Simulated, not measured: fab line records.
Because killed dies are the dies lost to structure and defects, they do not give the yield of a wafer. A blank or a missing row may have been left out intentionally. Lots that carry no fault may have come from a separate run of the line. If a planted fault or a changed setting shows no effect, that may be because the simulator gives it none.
What tool caused it? | flow berkeleyCmos170 | 42 wafers from 14 lots sampled at 2 of the route's 331 steps

WHAT EACH GAUGE READ, for each wafer
UCB170_M1_CD_MEAS_09 targets a cd of 700 nm.
lot  | measured     | on       | cdNm (nm)
L972 | day 7 14:44  | cdSem-01 | 697.6 698.6 698.2
L973 | day 7 15:19  | cdSem-01 | 700.8 701.1 700.1
L971 | day 7 16:15  | cdSem-01 | 697.4 697.0 698.1
L977 | day 8 13:30  | cdSem-02 | 699.9 699.7 701.1
L979 | day 8 15:52  | cdSem-01 | 699.2 700.0 700.3
L976 | day 8 16:35  | cdSem-01 | 700.3 700.6 701.2
L982 | day 9 11:38  | cdSem-02 | 702.5 701.6 702.5
L981 | day 9 12:38  | cdSem-02 | 700.9 700.4 701.7
L985 | day 10 09:28 | cdSem-02 | 698.7 696.6 698.3
L983 | day 10 11:58 | cdSem-02 | 697.8 698.4 699.2
L984 | day 10 12:09 | cdSem-01 | 700.0 699.0 698.5
L992 | day 11 18:14 | cdSem-01 | 684.6 695.9 695.9
L993 | day 11 18:31 | cdSem-02 | 688.9 685.0 693.2
L994 | day 11 19:35 | cdSem-01 | 697.6 698.6 698.4

WHICH TOOL RAN EACH LOT (tool, then ch and the chambers of the sampled wafers, then the start)
lot  | UCB170_M1_EXPOSE_06
L972 | krfScanner-01 ch 0, day 7 13:53
L973 | krfScanner-02 ch 0, day 7 14:22
L971 | krfScanner-01 ch 0, day 7 15:08
L977 | krfScanner-01 ch 0, day 8 13:07
L979 | krfScanner-01 ch 0, day 8 15:08
L976 | krfScanner-02 ch 0, day 8 15:29
L982 | krfScanner-02 ch 0, day 9 10:52
L981 | krfScanner-02 ch 0, day 9 12:14
L985 | krfScanner-02 ch 0, day 10 08:19
L983 | krfScanner-01 ch 0, day 10 11:07
L984 | krfScanner-01 ch 0, day 10 11:31
L992 | krfScanner-02 ch 0, day 11 17:31
L993 | krfScanner-02 ch 0, day 11 17:59
L994 | krfScanner-01 ch 0, day 11 19:12
- UCB170_M1_EXPOSE_06: exposes mask METAL1, target cd 700 nm.

AS READ BY THE TOOLS THEMSELVES (means over the sampled wafers that have a number; for cases with no such wafer, the mark the record gives instead)
UCB170_M1_EXPOSE_06.
lot  | tool          | exposureDoseMJCm2 | focusOffsetNm (nm)
L972 | krfScanner-01 | 20.940            | 0.3
L973 | krfScanner-02 | 20.921            | 0.2
L971 | krfScanner-01 | 20.958            | -0.0
L977 | krfScanner-01 | 20.963            | -0.2
L979 | krfScanner-01 | 20.913            | 0.3
L976 | krfScanner-02 | 20.941            | 0.1
L982 | krfScanner-02 | 20.899            | 0.2
L981 | krfScanner-02 | 20.921            | 0.0
L985 | krfScanner-02 | 20.936            | -0.7
L983 | krfScanner-01 | 20.945            | 0.3
L984 | krfScanner-01 | 20.946            | 0.3
L992 | krfScanner-02 | 20.620            | -0.4
L993 | krfScanner-02 | 20.607            | 0.0
L994 | krfScanner-01 | 20.942            | -0.2

THE ANSWER, worked out from the rows above alone
Rule: the lots themselves supply what counts as usual. Put in order of their means at a reading, lots are off if they are a third of the lots or fewer, leave a main group of 4 or more, and stand apart from it by a gap of 3 or more times the standard deviation of the main group's means; of several such gaps the widest counts. A main group whose means are all the same, to the digits that the tables above print for the reading, isn't used. A lot without any number at a reading at which 4 lots or more have one is off too. Where the step has rows for the other lots, those lots are counted as sound. The gauges are gone through in route order, then the tools' own readings, and for those a lot's mean is taken as printed above. At the first step where some lot is off, the reading lying furthest off is the one used; lots without a number count as furthest.
Off at UCB170_M1_CD_MEAS_09 (cdNm): L992, L993. For the main group the mean is 699.5 nm and the standard deviation 1.4.
If a tool, at a process step before that reading, ran all the lots that are off and no sound lot after the first of them, it fits. The gauges at UCB170_M1_CD_MEAS_09 aren't tried: what is off there is off at UCB170_M1_EXPOSE_06 too, on other tools, and a gauge's error can't cause that. One fits: krfScanner-02 at UCB170_M1_EXPOSE_06. Its last sound lot is L985 (day 10 08:19), its first lot that is off L992 (day 11 17:31): a fault that began between those two fits.
On the lots that are off, the tool's own readings at UCB170_M1_EXPOSE_06 differ by more than 5 times the standard deviation of the sound lots' means, which bears it out; exposureDoseMJCm2 reads 20.614 there versus 20.935 on the sound lots.

WHAT HAD BEEN PUT IN BY THE SIMULATOR
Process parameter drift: krfScanner-02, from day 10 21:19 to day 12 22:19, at UCB170_M1_EXPOSE_06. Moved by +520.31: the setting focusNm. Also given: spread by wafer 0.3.
Struck lots among those shown: L992, L993. Same finding as the rule above.
